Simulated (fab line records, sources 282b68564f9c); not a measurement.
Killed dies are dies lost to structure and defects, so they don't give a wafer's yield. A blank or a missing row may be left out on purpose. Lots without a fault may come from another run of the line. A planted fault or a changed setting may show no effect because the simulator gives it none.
A struck lot beside a sound one | flow rit_cmos | 14 steps out of a route of 202
Sound: wafers L271.2, L271.4, L271.5. Struck: wafers L279.3, L279.4, L279.6. The cause comes at the end.
At each step with rows: each side's tool, then ch and its chambers, then its first start. Under that, the readings that differ: sound wafers | struck wafers | difference of the means | sigmas: that difference in standard deviations of wafers without a fault.
alike: readings whose means differ by less than 2 such deviations, and words and numbers that are the same on both sides. not compared: withheld readings, readings that some wafer has no value for, bounds like >300 that may hide the same value, and numbers for which the record gives no deviation and whose values overlap.
The two part at a step that has a row with sigmas, a row that says differs or no value, or rows on one side only. Numbers that don't overlap but have no deviation are shown without sigmas and don't part them. A reading that every wafer of one side lacks parts them only if that side has two wafers or more.

first, 1 step without rows for these wafers: RIT_NLDD_IMPLANT_08.
RIT_NLDD_STRIP_09: strips in O2, time 180 s.
  sound on plasma_asher-03 ch 0,1, day 3 09:20; struck on plasma_asher-01 ch 0,1, day 5 00:15
  alike: drypump_motor_current_A, run_length_s
  not compared: rf_hours_counter_h
RIT_NLDD_TW_MEAS_10:
  sound on film_metro-01, day 3 09:31; struck on film_metro-03, day 5 00:23
  alike: NLDD_TW
then, 6 steps without rows for these wafers: RIT_PLDD_HMDS_00 (prime time 60 s); RIT_PLDD_COAT_01 (resist thk 1000 nm); RIT_PLDD_SOFTBAKE_02 (time 60 s); RIT_PLDD_EXPOSE_03 (exposes mask M8, target cd 40900 nm); RIT_PLDD_PEB_04; RIT_PLDD_DEVELOP_05 (develop time 50 s).
RIT_PLDD_OVL_MEAS_06:
  sound on overlay-02, day 3 10:41; struck on overlay-02, day 5 01:19
  alike: PLDD_OVL
then, 2 steps without rows for these wafers: RIT_PLDD_HARDBAKE_07 (time 60 s); RIT_PLDD_IMPLANT_08.
RIT_PLDD_STRIP_09: strips in O2, time 180 s.
  sound on plasma_asher-03 ch 0,1, day 3 11:01; struck on plasma_asher-02 ch 0,1, day 5 01:42
  reading                                   | sound             | struck            | difference | sigmas
  run_length_s (s)                          | 208.3 207.9 207.9 | 72.2 72.5 72.3    | -135.7     | -99 or more
  model.NOVOLAK_of_PLDD_COAT_01.thk_nm (nm) | 0 0 0             | 223.5 222.4 221.7 | +222.5     |
  alike: drypump_motor_current_A
  not compared: rf_hours_counter_h
RIT_PLDD_TW_MEAS_10:
  sound on film_metro-03, day 3 11:12; struck on film_metro-01, day 5 01:50
  alike: PLDD_TW

WHERE THEY PART
Only at RIT_PLDD_STRIP_09, within this record. Later steps at which nothing parts them and some readings are alike: RIT_PLDD_TW_MEAS_10.

WHY: what the simulator had put in
Strip aborted: plasma_asher-02, from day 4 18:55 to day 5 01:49, at RIT_PLDD_STRIP_09. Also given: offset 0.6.
